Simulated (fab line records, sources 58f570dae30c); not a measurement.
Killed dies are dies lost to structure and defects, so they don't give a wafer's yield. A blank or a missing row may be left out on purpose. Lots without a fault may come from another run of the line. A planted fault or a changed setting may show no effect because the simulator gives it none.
One fault seen from 2 desks | flow berkeley_cmos170 | each desk has only its own numbers; what lay behind them comes last

THE TOOL OWNER'S DESK: pecvd-04
The tool's own readings at UCB170_SPACER_CVD_00 (deposits SiO2 from TEOS/O2, target thk 376 nm, time 47 s): means of the sampled wafers that have a number, for each lot that ran on this tool. A lot is out of limits, marked OUT, if its mean lies more than 4 standard deviations from the usual mean; the brackets give that distance.
Columns: A = heater_power_w at UCB170_SPACER_CVD_00, usual 253 W
lot  | first seen here | A
L905 | day 8 03:17     | 200
L904 | day 8 09:52     | 212
L911 | day 8 20:29     | 225
L918 | day 10 13:29    | 237
L919 | day 11 02:11    | 236
This desk's finding: nothing out of limits on any of the 5 lots.

THE METROLOGY DESK
What the gauges read, lot by lot, whatever tool the lot ran on: means of the sampled wafers that have a number. A lot is out of limits, marked OUT, if its mean lies more than 4 standard deviations from the usual mean; the brackets give that distance.
Columns: A = PWELL_OVL at UCB170_PWELL_OVL_MEAS_13, usual -3 nm; B = SACOX_OXIDE_THK at UCB170_SACOX_THK_MEAS_02, usual 14.39 nm; C = NLDD_TW at UCB170_NLDD_TW_MEAS_11, usual 2214; D = SPACER_TEOS_THK at UCB170_SPACER_THK_MEAS_01, usual 376 nm
lot  | first seen here | A   | B     | C    | D
L905 | day 4 03:20     | 4   | 14.38 | 2213 | 378
L906 | day 4 03:28     | -3  | 14.08 | 2207 | 373
L904 | day 4 03:45     | 6   | 14.36 | 2219 | 373
L909 | day 4 04:10     | -5  | 14.19 | 2204 | 375
L910 | day 4 04:11     | -1  | 14.32 | 2215 | 370
L907 | day 4 04:28     | -5  | 14.60 | 2208 | 375
L911 | day 4 18:46     | -9  | 14.05 | 2212 | 378
L916 | day 5 20:28     | -12 | 14.32 | 2232 | 379
L918 | day 6 12:34     | 0   | 14.82 | 2211 | 331 (-9.3) OUT
L920 | day 6 19:43     | 0   | 14.54 | 2226 | 376
L919 | day 6 20:31     | -4  | 14.63 | 2199 | 331 (-9.4) OUT
L921 | day 6 22:40     | -11 | 14.37 | 2223 | 380
L922 | day 6 23:01     | 0   | 14.77 | 2232 | 370
L927 | day 7 22:35     | -7  | 14.39 | 2209 | 371
This desk's finding: out of limits on L918, L919; first on L918, day 10 13:32 (SPACER_TEOS_THK at UCB170_SPACER_THK_MEAS_01). In limits: L905, L906, L904, L909, L910, L907, L911, L916, L920, L921, L922, L927.

PUT TOGETHER
The metrology desk could have raised an alarm at day 10 13:32, on L918, L919.
The tool owner's desk saw nothing out of limits.
The tool owner's desk has L918, L919 on record, within its limits.
Of the lots named, all ran UCB170_SPACER_CVD_00 on pecvd-04.

WHAT THE SIMULATOR HAD PUT IN
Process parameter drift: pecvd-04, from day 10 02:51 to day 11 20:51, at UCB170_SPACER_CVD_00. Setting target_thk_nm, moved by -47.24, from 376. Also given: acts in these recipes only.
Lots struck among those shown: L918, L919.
Hours from the fault's start to each desk's first reading out of limits: the metrology desk, 11.
